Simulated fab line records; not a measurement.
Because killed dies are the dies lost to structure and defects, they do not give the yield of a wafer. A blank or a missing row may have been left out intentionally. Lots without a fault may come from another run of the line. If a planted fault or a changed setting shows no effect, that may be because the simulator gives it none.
Comparing a struck lot with a sound one + flow berkeley cmos170 + 15 out of 331 route steps
Sound: the wafers L147.2, L147.3, L147.6. Wafers struck: L144.1, L144.3, L144.6. The cause comes at the end.
At each step with rows: each side's tool, then ch and its chambers, then its first start. Under that, the readings that differ: sound wafers + struck wafers + difference of the means + sigmas: that difference in standard deviations of wafers without a fault.
alike: same words and numbers on both sides, and readings whose means sit less than 2 such deviations apart. not compared: any withheld reading, any reading some wafer has no value for, any bound like >300 that may hide the same value, and any number with overlapping values for which the record gives no deviation.
A row with sigmas, a row that says differs or no value, or rows on one side alone: a step with any of these is where the two part. When numbers do not overlap yet have no deviation, they are printed without sigmas and do not part them. Lack of a reading on every wafer of one side parts them only where that side has two or more wafers.

UCB170_V1_CMP_02: polishes SiO2.
  sound on cmp-01 ch 0,2,3, day 10 01:12; struck on cmp-02 ch 0,2,3, day 9 12:14
  alike: motor current A
UCB170_V1_BOW_MEAS_03:
  sound on film metro-03 at day 10 01:28; struck on film metro-02 at day 9 12:29
  alike: V1_BOW
UCB170_V1_THK_MEAS_04:
  sound on film metro-03 at day 10 01:35; struck on film metro-02 at day 9 12:36
  alike: V1_POLISHED_THK
then, 7 steps without rows for these wafers: UCB170_V1_CLEAN_05 (cleans in DIW); UCB170_V1_HMDS_06 (prime time 60 s); UCB170_V1_COAT_07 (resist thk 900 nm); UCB170_V1_SOFTBAKE_08 (time 60 s); UCB170_V1_EXPOSE_09 (exposes mask VIA1, target cd 700 nm); UCB170_V1_PEB_10; UCB170_V1_DEVELOP_11 (develop time 45 s).
UCB170_V1_CD_MEAS_12: the cd target is 700 nm.
  sound on cd sem-02 at day 10 03:11; struck on cd sem-01 at day 9 14:13
| reading    | sound             | struck            | difference | sigmas |
|------------|-------------------|-------------------|------------|--------|
| cd nm (nm) | 697.7 698.7 698.1 | 700.3 700.9 701.5 | +2.7       | +2     |
UCB170_V1_OVL_MEAS_13:
  sound on overlay-01 at day 10 03:17; struck on overlay-01 at day 9 14:20
  alike: V1_OVL
UCB170_V1_ETCH_14: etches SiO2 in CHF3/CF4/Ar, stops on Al, target depth 1250 nm, time 291 s.
  sound on rie diel-04 ch 0,3, day 10 03:19; struck on rie diel-03 ch 1,3, day 9 14:23
  no value came back on the struck wafers for any of 6 readings (CHF3_flow_sccm (sccm), cf4 flow sccm (sccm) and others); on the sound wafers CHF3_flow_sccm (sccm) reads 45.02 44.87 45.14
| reading                             | sound             | struck            | difference | sigmas |
|-------------------------------------|-------------------|-------------------|------------|--------|
| model.KrF_of_V1_COAT_07.thk nm (nm) | 609.8 600.3 602.2 | 890.2 890.2 890.5 | +286.2     |        |
  not compared: rf hours counter h
UCB170_V1_STRIP_15: strips in O2.
  sound on plasma asher-02 ch 0,1, day 10 03:29; struck on plasma asher-03 ch 0,1, day 9 14:33
| reading                      | sound             | struck            | difference | sigmas |
|------------------------------|-------------------|-------------------|------------|--------|
| oes product au (a.u.)        | 0.719 0.719 0.716 | 0.732 0.736 0.733 | +0.016     | +4     |
| strip time to endpoint s (s) | 15.31 15.08 15.14 | 21.74 21.74 21.74 | +6.56      | +47    |
  alike: drypump motor current A
  not compared: rf hours counter h
UCB170_V1_CD_MEAS_90: the cd target is 700 nm.
  sound on cd sem-01 at day 10 03:37; struck on cd sem-02 at day 9 14:39
| reading    | sound             | struck | difference                    | sigmas |
|------------|-------------------|--------|-------------------------------|--------|
| cd nm (nm) | 696.2 699.1 697.6 | - - -  | no value on the struck wafers |        |

## WHERE THEY PART
Earliest at UCB170_V1_CD_MEAS_12; latest, in this record, at UCB170_V1_CD_MEAS_90.

WHY: what had been put in by the simulator
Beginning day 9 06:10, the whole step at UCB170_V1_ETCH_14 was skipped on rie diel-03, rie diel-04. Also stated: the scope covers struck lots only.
